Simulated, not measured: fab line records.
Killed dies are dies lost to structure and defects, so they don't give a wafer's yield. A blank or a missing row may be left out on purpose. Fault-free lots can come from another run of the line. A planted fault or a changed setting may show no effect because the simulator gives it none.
Chamber matching / flow rit cmos / 4 sister chambers for RIT_GATE_ETCH_19 on rie si-01
The step etches poly-Si in SF6/CHF3/O2, stops on SiO2, time 165 s, target depth 312.5 nm. 4 wafers are shown with their chamber, then 7 later ones without.

## WAFERS PAIRED WITH THEIR CHAMBERS
wafer=L742.6; chamber=3; throttle valve pct (%)=10.34
wafer=L746.2; chamber=2; throttle valve pct (%)=10.07
wafer=L748.1; chamber=1; throttle valve pct (%)=10.25
wafer=L748.2; chamber=0; throttle valve pct (%)=10.16

## WAFERS MISSING THEIR CHAMBER
wafer=L748.6; throttle valve pct (%)=10.05
wafer=L756.1; throttle valve pct (%)=10.32
wafer=L756.4; throttle valve pct (%)=10.33
wafer=L756.6; throttle valve pct (%)=10.25
wafer=L758.1; throttle valve pct (%)=10.32
wafer=L758.3; throttle valve pct (%)=10.25
wafer=L758.4; throttle valve pct (%)=10.25

## CHAMBER TAKEN BY EACH
wafer=L748.6; from the rows above=2; in truth=2
wafer=L756.1; from the rows above=3; in truth=3
wafer=L756.4; from the rows above=3; in truth=3
wafer=L756.6; from the rows above=1; in truth=1
wafer=L758.1; from the rows above=3; in truth=3
wafer=L758.3; from the rows above=1; in truth=1
wafer=L758.4; from the rows above=1; in truth=1
Correctly placed: 7 of 7. Left unplaced by these rows: 0. Number placed wrongly: 0.
How it was worked out, from the rows above alone: a wafer's distance from a chamber is the root of the sum, over the readings, of the square of ((its reading less the chamber's mean) divided by the reading's scatter). If the next closest chamber is less than 2 further off than the closest, the wafer can't be placed; otherwise it belongs to the closest. The mean given for a chamber averages the wafers shown for that chamber. The scatter (one wafer shown for each chamber): square how far every hidden wafer sits from the nearest shown wafer, average those squares and take the square root.
